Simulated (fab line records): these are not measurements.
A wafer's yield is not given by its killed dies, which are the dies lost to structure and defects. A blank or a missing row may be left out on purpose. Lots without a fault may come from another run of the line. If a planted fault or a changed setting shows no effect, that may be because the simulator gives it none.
What tool caused it?	flow berkeley cmos170	at 1 step of a route of 331, 7 lots with 21 wafers sampled

== WHAT EACH GAUGE READ, for each wafer ==
UCB170_NWELL_OVL_MEAS_12.
lot	measured	on	NWELL_OVL (nm)
L479	day 3 03:27	overlay-02	-3 2 -5
L480	day 3 15:26	overlay-02	3 -7 3
L484	day 3 22:46	overlay-01	-3 -5 -9
L490	day 5 11:43	overlay-01	0 11 1
L493	day 5 19:32	overlay-02	3 7 4
L496	day 6 15:37	overlay-02	-3 -5 -3
L499	day 7 03:32	overlay-01	-3 -6 -3

== TOOL THAT RAN EACH LOT (tool first, then ch and the chambers of the sampled wafers, then the start) ==
There is no process step in the record ahead of these readings.

== THE ANSWER, worked out from the rows above alone ==
Rule: the usual values come from the lots themselves. The widest of any qualifying gaps counts: lots, ordered by their means at a reading, are off when they make up no more than a third of the lots, leave a main group of 4 or more, and stand apart from it by 3 or more times the standard deviation of that group's means. The tables above print the reading to a certain number of digits; a main group whose means all agree to those digits is not used. A lot without any number at a reading at which 4 lots or more have one is off too. Where the step has rows for the other lots, those lots are counted as sound.
Nothing can be told from this: no lot is off at any reading shown.

== WHAT HAD BEEN PUT IN BY THE SIMULATOR ==
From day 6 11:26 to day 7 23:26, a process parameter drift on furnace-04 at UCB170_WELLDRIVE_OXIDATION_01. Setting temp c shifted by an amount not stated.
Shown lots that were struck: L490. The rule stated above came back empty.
